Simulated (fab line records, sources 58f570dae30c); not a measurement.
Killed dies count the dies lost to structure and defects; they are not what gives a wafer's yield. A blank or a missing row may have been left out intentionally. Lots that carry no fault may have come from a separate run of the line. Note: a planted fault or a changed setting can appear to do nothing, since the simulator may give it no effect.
Which tool did it?    flow berkeley cmos170    13 lots with 39 wafers sampled at 2 steps, on a route of 331 steps

== WHAT THE GAUGES READ, wafer by wafer ==
The record holds no reading of a measuring or inspecting step that can be judged against a usual standard deviation.

== EACH LOT AND THE TOOL THAT RAN IT (in order: tool; ch and the chambers of the sampled wafers; start) ==
lot   UCB170_V1_ETCH_14                   UCB170_V1_STRIP_15
L952  rie diel-03 ch 0,2,3, day 6 15:10   plasma asher-03 ch 0,1, day 6 15:20
L953  rie diel-01 ch 1,2, day 7 08:17     plasma asher-03 ch 0,1, day 7 08:28
L955  rie diel-04 ch 1,2,3, day 8 00:32   plasma asher-01 ch 0,1, day 8 00:45
L957  rie diel-03 ch 0,1, day 8 00:45     plasma asher-02 ch 0,1, day 8 00:56
L956  rie diel-01 ch 0,2,3, day 8 00:49   plasma asher-03 ch 0,1, day 8 01:00
L958  rie diel-03 ch 0,2, day 8 01:01     plasma asher-03 ch 0,1, day 8 01:12
L960  rie diel-01 ch 0,1,2, day 9 04:56   plasma asher-01 ch 1, day 9 05:07
L961  rie diel-03 ch 0,1,2, day 9 05:10   plasma asher-02 ch 0,1, day 9 05:23
L969  rie diel-04 ch 0,2, day 10 21:14    plasma asher-01 ch 0,1, day 10 21:26
L971  rie diel-04 ch 1,2,3, day 11 17:24  plasma asher-02 ch 1, day 11 17:35
L975  rie diel-03 ch 0,1,2, day 11 22:50  plasma asher-03 ch 0,1, day 11 23:01
L974  rie diel-03 ch 0,2,3, day 12 01:22  plasma asher-02 ch 0,1, day 12 01:32
L973  rie diel-04 ch 0,2,3, day 12 01:37  plasma asher-03 ch 0,1, day 12 01:48
- UCB170_V1_ETCH_14: etches SiO2 in CHF3/CF4/Ar, stops on Al, target depth 1250 nm, time 291 s.
- UCB170_V1_STRIP_15: strips in O2.

== WHAT THE TOOLS THEMSELVES READ (means of the sampled wafers that have a number; where no wafer has one, the mark that the record gives instead) ==
UCB170_V1_ETCH_14. Usual: drypump motor current A 6.1 A, standard deviation 0.47; oes product au 0.869 a.u., standard deviation 0.015; run length s 319.2 s, standard deviation 0.4; throttle valve pct 6.97 %, standard deviation 0.11.
lot   tool         drypump motor current A (A)  oes product au (a.u.)  run length s (s)  throttle valve pct (%)  flag
L952  rie diel-03  6.3                          0.862                  319.0             6.98                    
L953  rie diel-01  5.7                          0.885                  319.4             6.93                    
L955  rie diel-04  6.2                          0.871                  319.6             7.03                    
L957  rie diel-03  6.1                          0.855                  319.1             7.00                    
L956  rie diel-01  5.8                          0.868                  319.3             6.95                    
L958  rie diel-03  6.6                          0.851                  319.0             7.05                    
L960  rie diel-01  5.6                          0.863                  330.2             6.97                    OFF
L961  rie diel-03  6.4                          0.858                  319.1             7.02                    
L969  rie diel-04  6.1                          0.864                  319.3             6.97                    
L971  rie diel-04  6.2                          0.870                  319.4             7.03                    
L975  rie diel-03  6.4                          0.850                  319.1             7.03                    
L974  rie diel-03  6.3                          0.861                  319.2             6.98                    
L973  rie diel-04  6.2                          0.882                  319.0             7.00                    

UCB170_V1_STRIP_15. Usual: drypump motor current A 5.51 A, standard deviation 0.11; oes product au 0.721 a.u., standard deviation 0.0044; strip time to endpoint s 15.29 s, standard deviation 0.12.
lot   tool             drypump motor current A (A)  oes product au (a.u.)  strip time to endpoint s (s)  flag
L952  plasma asher-03  5.50                         0.722                  15.32                         
L953  plasma asher-03  5.60                         0.723                  15.33                         
L955  plasma asher-01  5.40                         0.719                  15.15                         
L957  plasma asher-02  5.53                         0.718                  15.41                         
L956  plasma asher-03  5.62                         0.719                  15.41                         
L958  plasma asher-03  5.52                         0.724                  15.27                         
L960  plasma asher-01  5.38                         0.726                  15.02                         
L961  plasma asher-02  5.57                         0.720                  15.30                         
L969  plasma asher-01  5.44                         0.717                  15.25                         
L971  plasma asher-02  5.51                         0.722                  15.48                         
L975  plasma asher-03  5.59                         0.723                  15.39                         
L974  plasma asher-02  5.58                         0.722                  15.36                         
L973  plasma asher-03  5.61                         0.721                  15.43                         

== THE ANSWER, worked out from the rows above alone ==
Rule: take the mean of a lot's wafers that have a number; if it is more than 3 standard deviations from the usual mean, the lot is off. A lot without any number at a reading at which 4 lots or more have one is off too. The other lots that the step has rows for count as sound. Order of review: gauges by route order, followed by the tools' own readings, for which a lot's mean as printed above is used. At the first step where some lot is off, the reading lying furthest off is the one used; lots without a number count as furthest.
Off, at UCB170_V1_ETCH_14 on run length s: L960.
If a tool, at that step or one of the process steps before it, ran each lot that is off and ran no sound lot following the first of them, it fits. One candidate fits, namely rie diel-01 at UCB170_V1_ETCH_14. Its last sound lot is L956 (day 8 00:49), its first lot that is off L960 (day 9 04:56): a fault that began between those two fits.
On the lots that are off, the tool's own readings at UCB170_V1_ETCH_14 differ by more than 5 times the standard deviation of the sound lots' means, which bears it out; run length s reads 330.2 s there versus 319.2 s on the sound lots.

== WHAT THE SIMULATOR PUT IN ==
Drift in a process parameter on rie diel-01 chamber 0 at UCB170_V1_ETCH_14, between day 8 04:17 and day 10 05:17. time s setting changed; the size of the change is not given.
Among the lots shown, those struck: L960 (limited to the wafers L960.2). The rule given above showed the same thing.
